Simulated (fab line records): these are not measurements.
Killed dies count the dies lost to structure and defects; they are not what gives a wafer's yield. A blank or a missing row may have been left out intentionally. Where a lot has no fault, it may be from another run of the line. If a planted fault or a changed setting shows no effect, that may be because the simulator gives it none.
fab line records | flow ritCmos
record lots=5 wafers=15 lastDay=7
route steps=202 shown ACTIVE@1 FOX1@20 FOX2@23 M1@202
lots that met no fault: from a run of the same line without faults
startH: the number of hours between the record's first day and the start of the first shown wafer of the lot | waitH: hours since the lot's step before | " unchanged from the row above | L1.1+2: one row covering several wafers at once | - value missing, or start not given | * or withheld: withheld | < > ~ a bound
route shown NAME@n: a module of which the file shows steps, and the number in the route of the first | usual: average and standard deviation across the fault-free wafers | same: alike in all rows | chamber/n: place in a boat | sites: each site's reading | _std_site: the standard deviation of these | _edge_site: mean of outer sites minus mean of inner sites | radiusMm: for every site, how far away it sits from the centre of the wafer | mask NAME#n: copy n | behind: the last tool/chamber to shape the wafer | hold: what put the lot on hold/how long, in hours/how the hold closed | device: which transistor (n, p or np) failed to switch | end of line: the same wafers' tests at the end of the route | a step with no rows: only its recipe | killed: count of dies lost to structure and defects at first sort (not the wafer's yield) | map: a wafer's dies, x killed, . not, _ none there
set.NAME: setting as actually run; set.NAME@STEP: the setting as run at that earlier step | model.NAME: the simulator's own value behind a step, which no gauge read
certain route steps with their lots: each step a table, each wafer a row
services: the hour from which a tool's chamber was out of use, counted from the record's first day as startH (under 0 if before that day), plus the number of hours and why
## steps
# step RIT_ACTIVE_BOW_MEAS_00
# recipe mode=bow
# usual INCOMING_BOW=0/5.6
# columns lot.wafer tool chamber startH waitH INCOMING_BOW[um]
L170.1 filmMetro-03 - 10.00 - 7
L170.2 " - " " 1
L170.5 " - " " -6
L175.3 filmMetro-01 - 35.04 - 2
L175.5 " - " " -1
L175.6 " - " " -5
L180.2 filmMetro-03 - 60.02 - 6
L180.4 " - " " -5
L180.5 " - " " 3
L186.1 filmMetro-01 - 90.00 - 0
L186.3 " - " " -4
L186.5 " - " " 2
L191.2 filmMetro-01 - 115.02 - -6
L191.4 " - " " 4
L191.6 " - " " -3
# step RIT_ACTIVE_OXIDATION_01
# recipe tempC=1000 ambient=O2 targetThkA=468 oxTimeS=3360
# step RIT_ACTIVE_THK_MEAS_02
# recipe reads=SiO2_of_ACTIVE_OXIDATION_01
# usual ACTIVE_OXIDE_THK=46.6/0.81
# columns lot.wafer tool chamber startH waitH ACTIVE_OXIDE_THK[nm]
L170.1 filmMetro-02 - 12.05 0.0 47.4
L170.2 " - " " 46.6
L170.5 " - " " 46.8
L175.3 filmMetro-03 - 37.07 0.0 47.1
L175.5 " - " " 47.8
L175.6 " - " " 46.9
L180.2 filmMetro-01 - 63.54 0.0 46.1
L180.4 " - " " 46.1
L180.5 " - " " 47.2
L186.1 filmMetro-02 - 92.61 0.0 47.7
L186.3 " - " " 47.5
L186.5 " - " " 47.8
L191.2 filmMetro-03 - 117.81 0.0 45.8
L191.4 " - " " 46.3
L191.6 " - " " 45.5
# step RIT_ACTIVE_CVD_03
# recipe material=Si3N4 targetThkNm=150 tempC=810 precursor=SiH2Cl2/NH3 timeS=1500 pressureMtorr=300 sih2cl2FlowSccm=60 nh3FlowSccm=150
# usual pressureMtorr=300.1/0.61 spikeTcCentreC=812.6/2 zonePowerLoadPct=19.8/1.8
# columns lot.wafer tool chamber startH waitH pressureMtorr spikeTcCentreC zonePowerLoadPct model.Si3N4_of_ACTIVE_CVD_03.thkNm
L170.1 lpcvd-02 0 12.11 0.1 300.3 814.8 21.1 151
L170.2 " 0 " " 301.3 814.4 21.0 151.1
L170.5 " 0 " " 300.8 815.9 21.3 151.1
L175.3 lpcvd-01 0 37.11 0.0 300.3 811.1 20.9 148.1
L175.5 " 0 " " 300.1 813.1 21.3 148.1
L175.6 " 0 " " 300.6 813.3 21.5 147.5
L180.2 lpcvd-02 0 63.59 0.0 148.9 813.9 21.3 119.1
L180.4 " 0 " " 149.4 813.9 21.3 121.2
L180.5 " 0 " " 150.3 813.7 21.2 121.6
L186.1 lpcvd-01 0 92.67 0.1 300.1 814.3 20.9 148.1
L186.3 " 0 " " 300.4 813.2 21.0 148.7
L186.5 " 0 " " 299.6 813.0 20.9 147.7
L191.2 lpcvd-01 0 117.86 0.0 299.6 812.0 21.0 149.7
L191.4 " 0 " " 299.3 812.1 21.0 149.8
L191.6 " 0 " " 299.1 811.9 21.5 150.5
# step RIT_ACTIVE_THK_MEAS_04
# recipe reads=Si3N4_of_ACTIVE_CVD_03
# usual ACTIVE_NITRIDE_THK=149.9/1.5
# columns lot.wafer tool chamber startH waitH ACTIVE_NITRIDE_THK[nm]
L170.1 filmMetro-02 - 14.24 0.0 151.0
L170.2 " - " " 151.1
L170.5 " - " " 151.0
L175.3 filmMetro-02 - 38.55 0.0 148.0
L175.5 " - " " 148.2
L175.6 " - " " 147.5
L180.2 filmMetro-02 - 65.02 0.0 119.1
L180.4 " - " " 121.3
L180.5 " - " " 121.8
L186.1 filmMetro-01 - 94.09 0.0 148.2
L186.3 " - " " 148.6
L186.5 " - " " 147.6
L191.2 filmMetro-03 - 119.28 0.0 149.8
L191.4 " - " " 149.8
L191.6 " - " " 150.5
# step RIT_ACTIVE_HMDS_05
# recipe primeTimeS=60 primeTempC=140
# step RIT_ACTIVE_COAT_06
# recipe resist=NOVOLAK spinRpm=3250 resistThkNm=1000
# step RIT_ACTIVE_SOFTBAKE_07
# recipe resist=NOVOLAK tempC=90 timeS=60
# step RIT_ACTIVE_EXPOSE_08
# recipe maskId=M1 na=0.6 sourceShape=conventional sigmaOuter=0.6 targetCdNm=1400 doseMj=225
# step RIT_ACTIVE_PEB_09
# recipe resist=NOVOLAK tempC=withheld timeS=withheld
# step RIT_ACTIVE_DEVELOP_10
# recipe resist=NOVOLAK developTimeS=50 devTempC=23
# step RIT_ACTIVE_CD_MEAS_11
# recipe targetCdNm=1400
# usual cdNm=1400.1/2.4
# columns lot.wafer tool chamber startH waitH cdNm
L170.1 cdSem-01 - 15.27 - 1398.6
L170.2 " - " " 1397.0
L170.5 " - " " 1396.9
L175.3 cdSem-01 - 39.48 - 1400.1
L175.5 " - " " 1397.6
L175.6 " - " " 1399.5
L180.2 cdSem-01 - 66.07 - 1403.5
L180.4 " - " " 1402.1
L180.5 " - " " 1402.7
L186.1 cdSem-01 - 95.00 - 1403.2
L186.3 " - " " 1402.7
L186.5 " - " " 1401.9
L191.2 cdSem-02 - 120.42 - 1400.0
L191.4 " - " " 1399.6
L191.6 " - " " 1400.0
# step RIT_ACTIVE_HARDBAKE_12
# recipe resist=NOVOLAK tempC=140 timeS=60
# step RIT_ACTIVE_ETCH_13
# recipe stopOn=SiO2 chemistry=SF6 target=Si3N4 timeS=210 overEtchFrac=0.4 SF6_flow_sccm=200 pressureMtorr=260 rfW=125 targetDepthA=2100
# usual SF6_flow_sccm=200.1/0.58 drypumpMotorCurrentA=5.9/0.45 oesProductAu=0.824/0.016 throttleValvePct=7.47/0.1
# columns lot.wafer tool chamber startH waitH SF6_flow_sccm drypumpMotorCurrentA oesProductAu rfHoursCounterH throttleValvePct model.ACTIVE.featureDepthNm model.etch.depthNm
L170.1 rieDiel-01 2 15.54 0.1 199.0 5.7 0.834 155 7.35 151.8 151
L170.2 " 1 " " 199.3 6.4 0.824 150 7.38 151.3 151.1
L170.5 " 2 " " 199.0 5.7 0.827 - 7.37 151.8 151.1
L175.3 rieDiel-02 2 39.94 0.1 200.4 5.3 0.830 83 7.67 148.1 148.1
L175.5 " 2 " " 200.0 5.3 0.824 - 7.68 148.1 148.1
L175.6 " 1 " " 200.4 6.1 0.834 - 7.37 148.8 147.5
L180.2 rieDiel-04 3 66.32 0.1 199.7 5.5 0.716 59 7.44 119.2 119.1
L180.4 " 0 " " 199.6 5.8 0.729 160 7.55 122.2 121.2
L180.5 " 3 " " 200.0 5.5 0.716 - 7.44 121.7 121.6
L186.1 rieDiel-01 2 95.27 0.1 200.6 5.7 0.821 157 7.37 148.9 148.1
L186.3 " 3 " " 199.6 5.5 0.808 2 7.42 149.1 148.7
L186.5 " 0 " " 200.7 5.4 0.799 - 7.38 148.1 147.7
L191.2 rieDiel-02 1 120.67 0.1 200.6 6.1 0.847 152 7.40 150.9 149.7
L191.4 " 0 " " 200.3 5.6 0.813 82 7.52 149.8 149.8
L191.6 " 1 " " 200.5 6.1 0.842 - 7.38 151.7 150.5
# step RIT_ACTIVE_STRIP_14
# recipe chemistry=O2 timeS=180 resist=NOVOLAK platenTempC=withheld powerW=500 pressureMtorr=4000 o2FlowSccm=4000
# usual drypumpMotorCurrentA=5.76/0.26
# columns lot.wafer tool chamber startH waitH drypumpMotorCurrentA rfHoursCounterH
L170.1 plasmaAsher-04 1 15.68 0.1 5.64 36
L170.2 " 0 " " 5.43 36
L170.5 " 0 " " 5.45 -
L175.3 plasmaAsher-02 0 40.13 0.1 6.13 -
L175.5 " 0 " " 6.14 -
L175.6 " 1 " " 5.90 -
L180.2 plasmaAsher-04 0 66.45 0.1 5.41 41
L180.4 " 1 " " 5.63 -
L180.5 " 1 " " 5.64 -
L186.1 plasmaAsher-02 1 95.40 0.1 5.90 46
L186.3 " 0 " " 6.16 -
L186.5 " 1 " " 5.91 -
L191.2 plasmaAsher-01 1 120.80 0.1 5.59 0
L191.4 " 0 " " 6.03 -
L191.6 " 0 " " 6.02 -
# step RIT_ACTIVE_CD_MEAS_90
# recipe targetCdNm=1400
# usual cdNm=1400.1/2.4
# columns lot.wafer tool chamber startH waitH cdNm
L170.1 cdSem-02 - 15.85 0.1 1397.9
L170.2 " - " " 1397.5
L170.5 " - " " 1397.2
L175.3 cdSem-02 - 40.29 0.1 1400.4
L175.5 " - " " 1397.6
L175.6 " - " " 1399.4
L180.2 cdSem-01 - 66.64 0.1 1403.4
L180.4 " - " " 1402.1
L180.5 " - " " 1402.6
L186.1 cdSem-02 - 95.58 0.1 1403.3
L186.3 " - " " 1402.5
L186.5 " - " " 1402.0
L191.2 cdSem-02 - 121.00 0.1 1399.9
L191.4 " - " " 1399.3
L191.6 " - " " 1399.9
# step RIT_ACTIVE_CLEAN_15
# recipe chemistry=SC1 mix=3:3:50 timeS=600 tempC=75
# step RIT_ACTIVE_CLEAN_16
# recipe chemistry=dHF dilution=50:1 timeS=30
# step RIT_ACTIVE_CLEAN_17
# recipe chemistry=SC2 mix=3:3:50 timeS=600 tempC=75 dry=n2Spin
# step RIT_FOX1_OXIDATION_00
# recipe tempC=1100 ambient=H2O targetThkA=3507 pH2oTorr=720 oxTimeS=1130
# step RIT_FOX1_THK_MEAS_01
# recipe reads=SiO2_of_FOX1_OXIDATION_00
# usual FOX1_OXIDE_THK=350/7.1
# columns lot.wafer tool chamber startH waitH FOX1_OXIDE_THK[nm]
L170.1 filmMetro-01 - 19.51 0.0 344
L170.2 " - " " 340
L170.5 " - " " 343
L175.3 filmMetro-01 - 43.39 0.0 351
L175.5 " - " " 344
L175.6 " - " " 346
L180.2 filmMetro-03 - 69.35 0.0 355
L180.4 " - " " 350
L180.5 " - " " 348
L186.1 filmMetro-01 - 97.38 0.0 344
L186.3 " - " " 341
L186.5 " - " " 344
L191.2 filmMetro-03 - 123.45 0.0 341
L191.4 " - " " 345
L191.6 " - " " 353
# step RIT_FOX1_WET_ETCH_02
# recipe chemistry=BOE targetDepthNm=350 timeS=390 tempC=21.5 dry=n2Spin dilution=10:1 target=SiO2
# step RIT_FOX2_OXIDATION_00
# recipe tempC=1100 ambient=H2O targetThkA=3507 pH2oTorr=720 oxTimeS=1130
# step RIT_FOX2_THK_MEAS_01
# recipe reads=SiO2_of_FOX2_OXIDATION_00
# usual FOX2_OXIDE_THK=347/5.9
# columns lot.wafer tool chamber startH waitH FOX2_OXIDE_THK[nm]
L170.1 filmMetro-04 - 21.02 0.0 349
L170.2 " - " " 345
L170.5 " - " " 350
L175.3 filmMetro-02 - 45.78 0.0 357
L175.5 " - " " 349
L175.6 " - " " 347
L180.2 filmMetro-02 - 72.59 0.0 344
L180.4 " - " " 347
L180.5 " - " " 343
L186.1 filmMetro-03 - 98.98 0.0 344
L186.3 " - " " 343
L186.5 " - " " 349
L191.2 filmMetro-03 - 124.95 0.0 355
L191.4 " - " " 351
L191.6 " - " " 356
# step RIT_FOX2_CLEAN_02
# recipe chemistry=dHF dilution=50:1 timeS=180
# columns lot.wafer tool chamber startH waitH model.Si3N4_of_ACTIVE_CVD_03.thkNm
L170.1 wetBench-03 0 21.08 0.1 131.9
L170.2 " 0 " " 132.1
L170.5 " 0 " " 132
L175.3+5 wetBench-01 1 45.82 0.0 128.9
L175.6 " 1 " " 128.4
L180.2 wetBench-02 2 72.64 0.0 99.86
L180.4 " 2 " " 102
L180.5 " 2 " " 102.4
L186.1 wetBench-01 1 99.04 0.1 128.8
L186.3 " 1 " " 129.4
L186.5 " 1 " " 128.5
L191.2 wetBench-02 2 125.00 0.0 130.5
L191.4 " 2 " " 130.6
L191.6 " 2 " " 131.3
# step RIT_FOX2_WET_ETCH_03
# recipe chemistry=H3PO4 target=Si3N4 targetDepthNm=195 tempC=165 timeS=2700
# step RIT_M1_PROBE_99
# usual killedAtContacts=0.1/0.32 killedAtFrontEnd=6/3.1 killedDies=7/3.2 killedOpen=3.1/1.9 killedShort=3.5/2.2
# same grossDies=264 killed_at_M0_to_M3=0 killed_at_M4_up=0 killedAtBackSide=0 killedAtOther=0
# columns lot.wafer tool chamber startH waitH killedAtContacts killedAtFrontEnd killedDies killedOpen killedShort model.etest.nldd.widthNm model.etest.pldd.widthNm model.etest.nplusSal.widthNm model.etest.pplusSal.widthNm
L170.1 prober-01 - 61.62 0.1 1 5 6 4 2 3185 3192 3435 3430
L170.2 prober-01 - 61.67 0.1 0 13 13 8 5 3185 3195 3459 3458
L170.5 prober-01 - 61.82 0.2 0 4 4 2 2 3182 3194 3434 3451
L175.3 prober-01 - 94.66 0.2 0 12 12 2 10 3150 3155 3435 3457
L175.5 prober-01 - 94.76 0.2 1 5 6 2 4 3174 3167 3444 3442
L175.6 prober-01 - 94.81 0.2 0 7 7 2 5 3175 3184 3449 3458
L180.2 prober-01 - 115.29 0.1 0 4 4 2 2 3147 3139 3397 3398
L180.4 prober-01 - 115.39 0.2 0 8 8 3 5 3139 3150 3435 3409
L180.5 prober-01 - 115.44 0.2 0 7 7 1 6 3137 3141 3415 3441
L186.1 prober-02 - 142.25 0.1 1 2 3 3 0 3178 3198 3458 3463
L186.3 prober-02 - 142.35 0.2 0 5 5 2 3 3196 3192 3469 3482
L186.5 prober-02 - 142.45 0.2 0 13 13 5 8 3190 3182 3466 3456
L191.2 prober-02 - 174.33 0.1 0 12 12 6 6 3198 3190 3459 3447
L191.4 prober-02 - 174.43 0.2 0 4 4 2 2 3213 3189 3455 3469
L191.6 prober-02 - 174.53 0.2 0 5 5 3 2 3190 3184 3442 3463
# killed by level:class
L170.1 FOX1:geometricParticle:open=1 GATE:geometricParticle:open=1 REOX:geometricParticle:short=1 SPACER:geometricParticle:open=1 SILICIDE:geometricParticle:open=1 CONTACT:geometricParticle:short=1
L170.2 GATE:geometricParticle:open=6 GATE:geometricParticle:short=3 FOX1:geometricParticle:open=2 FOX1:geometricParticle:short=1 REOX:geometricParticle:short=1
L170.5 FOX1:geometricParticle:short=2 GATE:geometricParticle:open=1 REOX:geometricParticle:open=1
L175.3 REOX:geometricParticle:short=6 SPACER:geometricParticle:short=2 FOX2:geometricParticle:short=1 GATE:geometricParticle:short=1 GATE:geometricParticle:open=1 REOX:geometricParticle:open=1
L175.5 SILICIDE:geometricParticle:short=2 GATE:geometricParticle:open=1 GATE:geometricParticle:short=1 SPACER:geometricParticle:open=1 CONTACT:geometricParticle:short=1
L175.6 GATE:geometricParticle:short=2 REOX:geometricParticle:short=2 FOX2:geometricParticle:short=1 GATE:geometricParticle:open=1 REOX:geometricParticle:open=1
L180.2 FOX1:geometricParticle:open=2 FOX1:geometricParticle:short=1 SPACER:geometricParticle:short=1
L180.4 REOX:geometricParticle:short=2 SPACER:geometricParticle:open=2 GATE:geometricParticle:short=1 SPACER:geometricParticle:short=1 SILICIDE:geometricParticle:short=1 SILICIDE:geometricParticle:open=1
L180.5 FOX2:geometricParticle:short=2 GATE:geometricParticle:short=1 GATE:geometricParticle:open=1 REOX:geometricParticle:short=1 SPACER:geometricParticle:short=1 SILICIDE:geometricParticle:short=1
L186.1 GATE:geometricParticle:open=2 CONTACT:geometricParticle:open=1
L186.3 GATE:geometricParticle:open=2 GATE:geometricParticle:short=1 SPACER:geometricParticle:short=1 SILICIDE:geometricParticle:short=1
L186.5 GATE:geometricParticle:short=4 GATE:geometricParticle:open=3 FOX1:geometricParticle:short=1 FOX2:geometricParticle:open=1 FOX2:geometricParticle:short=1 REOX:geometricParticle:open=1 SPACER:geometricParticle:short=1 SILICIDE:geometricParticle:short=1
L191.2 REOX:geometricParticle:open=4 GATE:geometricParticle:open=2 GATE:geometricParticle:short=2 REOX:geometricParticle:short=2 FOX2:geometricParticle:short=1 SPACER:geometricParticle:short=1
L191.4 GATE:geometricParticle:short=2 GATE:geometricParticle:open=1 SILICIDE:geometricParticle:open=1
L191.6 SPACER:geometricParticle:open=2 GATE:geometricParticle:short=1 REOX:geometricParticle:open=1 SPACER:geometricParticle:short=1
## services
# columns tool chamber startH hours kind
rieDiel-02 3 -9.75 7.1 repair
rieDiel-01 0 4.14 - clean
rieDiel-01 0 4.14 - consumableReplace:esc
rieDiel-01 0 4.14 23.5 scheduledDown
rieDiel-01 0 4.14 23.5 ventCycle
lpcvd-01 - 34.94 0.9 repair
plasmaAsher-01 - 43.43 1.2 repair
rieDiel-04 3 46.71 8.7 repair
plasmaAsher-04 - 49.04 2.8 pm
rieDiel-01 0 58.46 7.9 repair
rieDiel-01 0 80.34 5.4 repair
plasmaAsher-04 - 85.90 2.0 repair
plasmaAsher-04 - 89.52 2.1 repair
rieDiel-02 - 92.53 0.3 repair
rieDiel-02 2 95.01 11.4 repair
rieDiel-04 0 98.92 - clean
rieDiel-04 0 98.92 19.9 scheduledDown
rieDiel-04 0 98.92 19.9 ventCycle
rieDiel-01 0 108.62 3.2 repair
plasmaAsher-01 - 108.75 9.0 pm
plasmaAsher-01 0 108.75 9.0 ventCycle
rieDiel-01 2 111.84 - clean
rieDiel-01 2 111.84 20.7 scheduledDown
rieDiel-01 2 111.84 20.7 ventCycle
## key
firstSign step=RIT_ACTIVE_CVD_03 reading=pressureMtorr direction=down sigmas=99+ usual=300.1 struck=149.5
effect step=RIT_ACTIVE_THK_MEAS_04 reading=ACTIVE_NITRIDE_THK direction=down sigmas=20 usual=149.9 struck=120.7
effect step=RIT_ACTIVE_ETCH_13 reading=oesProductAu direction=down sigmas=6.4 usual=0.824 struck=0.720
modelEffect step=RIT_ACTIVE_CVD_03 value=Si3N4_of_ACTIVE_CVD_03.thkNm without=148.8 struck=120.7
modelEffect step=RIT_ACTIVE_ETCH_13 value=ACTIVE.featureDepthNm without=149.2 struck=121
modelEffect step=RIT_FOX2_CLEAN_02 value=Si3N4_of_ACTIVE_CVD_03.thkNm without=129.6 struck=101.4
modelEffect step=RIT_M1_PROBE_99 value=etest.nldd.widthNm without=3180 struck=3141
metAt RIT_ACTIVE_CVD_03
struckWafers L180.2,L180.4,L180.5
testerLeftOut L180
onsetBetween 12.11 63.59
fault kind=processParameterDrift tool=lpcvd-02 chamber=0 onsetH=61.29 steps=RIT_ACTIVE_CVD_03 channel=pressureMtorr offset=-150 shape=step endH=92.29 actsIn=theseRecipesOnly stated=300
# testerLeftOut: of these lots the tester's yield and bins aren't shown, on N5 and GAA mostly nor the transistor test; their killed dies are dies lost to structure and defects alone, not to doping, threshold or leakage, so they don't give the yield
